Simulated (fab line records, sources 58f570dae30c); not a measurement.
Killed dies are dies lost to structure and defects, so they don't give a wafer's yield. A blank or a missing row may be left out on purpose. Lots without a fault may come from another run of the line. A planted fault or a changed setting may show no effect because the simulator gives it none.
Which tool did it? | flow berkeley_cmos170 | 14 lots, 42 wafers sampled, at 2 steps of a route of 331

WHAT THE GAUGES READ, wafer by wafer
UCB170_NWELL_TW_MEAS_16.
lot  | measured    | on            | NWELL_TW
L739 | day 2 08:11 | film_metro-01 | 1215 1220 1229
L741 | day 2 17:07 | film_metro-01 | 1222 1229 1227
L740 | day 2 17:11 | film_metro-04 | 1252 1241 1242
L742 | day 3 00:10 | film_metro-04 | 1252 1250 1252
L743 | day 3 06:43 | film_metro-01 | 1224 1222 1216
L745 | day 3 21:36 | film_metro-04 | 1243 1247 1246
L746 | day 3 21:39 | film_metro-02 | 1246 1242 1247
L747 | day 4 02:56 | film_metro-02 | 1247 1252 1248
L748 | day 4 12:14 | film_metro-01 | 1110 1112 1106
L749 | day 4 12:24 | film_metro-02 | 1247 1246 1247
L750 | day 4 23:13 | film_metro-01 | 1114 1109 1105
L754 | day 5 22:30 | film_metro-02 | 1253 1252 1244
L760 | day 7 04:23 | film_metro-02 | 1256 1244 1246
L762 | day 7 09:50 | film_metro-04 | 1233 1231 1236

WHICH TOOL RAN EACH LOT (tool, then ch and the chambers of the sampled wafers, then the start)
lot  | UCB170_NWELL_IMPLANT_14
L739 | implanter-01 ch 0, day 2 07:56
L741 | implanter-03 ch 0, day 2 16:52
L740 | implanter-02 ch 0, day 2 16:57
L742 | implanter-03 ch 0, day 2 23:56
L743 | implanter-03 ch 0, day 3 06:28
L745 | implanter-02 ch 0, day 3 21:21
L746 | implanter-03 ch 0, day 3 21:24
L747 | implanter-03 ch 0, day 4 02:41
L748 | implanter-03 ch 0, day 4 12:00
L749 | implanter-01 ch 0, day 4 12:09
L750 | implanter-03 ch 0, day 4 22:58
L754 | implanter-01 ch 0, day 5 22:16
L760 | implanter-01 ch 0, day 7 04:10
L762 | implanter-01 ch 0, day 7 09:36
- UCB170_NWELL_IMPLANT_14

WHAT THE TOOLS THEMSELVES READ (means of the sampled wafers that have a number; where no wafer has one, the mark that the record gives instead)
UCB170_NWELL_IMPLANT_14.
lot  | tool         | beam_energy_keV | end_station_pressure_torr (Torr)
L739 | implanter-01 | 150.02          | 5e-06
L741 | implanter-03 | 150.02          | 5e-06
L740 | implanter-02 | 150.02          | 5e-06
L742 | implanter-03 | 150.00          | 5e-06
L743 | implanter-03 | 149.97          | 5e-06
L745 | implanter-02 | 150.04          | 5e-06
L746 | implanter-03 | 150.04          | 5e-06
L747 | implanter-03 | 149.94          | 5e-06
L748 | implanter-03 | 97.48           | 5e-06
L749 | implanter-01 | 149.97          | 5e-06
L750 | implanter-03 | 97.54           | 5e-06
L754 | implanter-01 | 149.99          | 5e-06
L760 | implanter-01 | 150.00          | 5e-06
L762 | implanter-01 | 150.08          | 5e-06

THE ANSWER, worked out from the rows above alone
Rule: what is usual is taken from the lots themselves. Put in order of their means at a reading, lots are off if they are a third of the lots or fewer, leave a main group of 4 or more, and stand apart from it by a gap of 3 or more times the standard deviation of the main group's means; of several such gaps the widest counts. A main group whose means are all the same, to the digits that the tables above print for the reading, isn't used. A lot without any number at a reading at which 4 lots or more have one is off too. The other lots that the step has rows for count as sound. The gauges are gone through in route order, then the tools' own readings, and for those a lot's mean is taken as printed above. The first step at which some lot is off is used, and at that step the reading that is off furthest; a lot without a number counts as furthest.
Off: L748, L750, at UCB170_NWELL_TW_MEAS_16 (NWELL_TW). The main group: mean 1240, standard deviation 11.
A tool fits if, at a process step before that reading, it ran every lot that is off, and no sound lot after the first of them. The gauges at UCB170_NWELL_TW_MEAS_16 aren't tried: what is off there is off at UCB170_NWELL_IMPLANT_14 too, on other tools, and a gauge's error can't cause that. One fits: implanter-03 at UCB170_NWELL_IMPLANT_14. Its last sound lot is L747 (day 4 02:41), its first lot that is off L748 (day 4 12:00): a fault that began between those two fits.
The tool's own readings at UCB170_NWELL_IMPLANT_14 bear it out: on the lots that are off they differ by more than 5 times the standard deviation of the sound lots' means. beam_energy_keV reads 97.51 there against 150.01 on the sound lots.

WHAT THE SIMULATOR HAD PUT IN
Process parameter drift: implanter-03, from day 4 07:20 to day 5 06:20, at UCB170_NWELL_IMPLANT_14. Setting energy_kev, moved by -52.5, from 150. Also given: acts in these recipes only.
Lots struck among those shown: L748, L750. The rule above found the same.
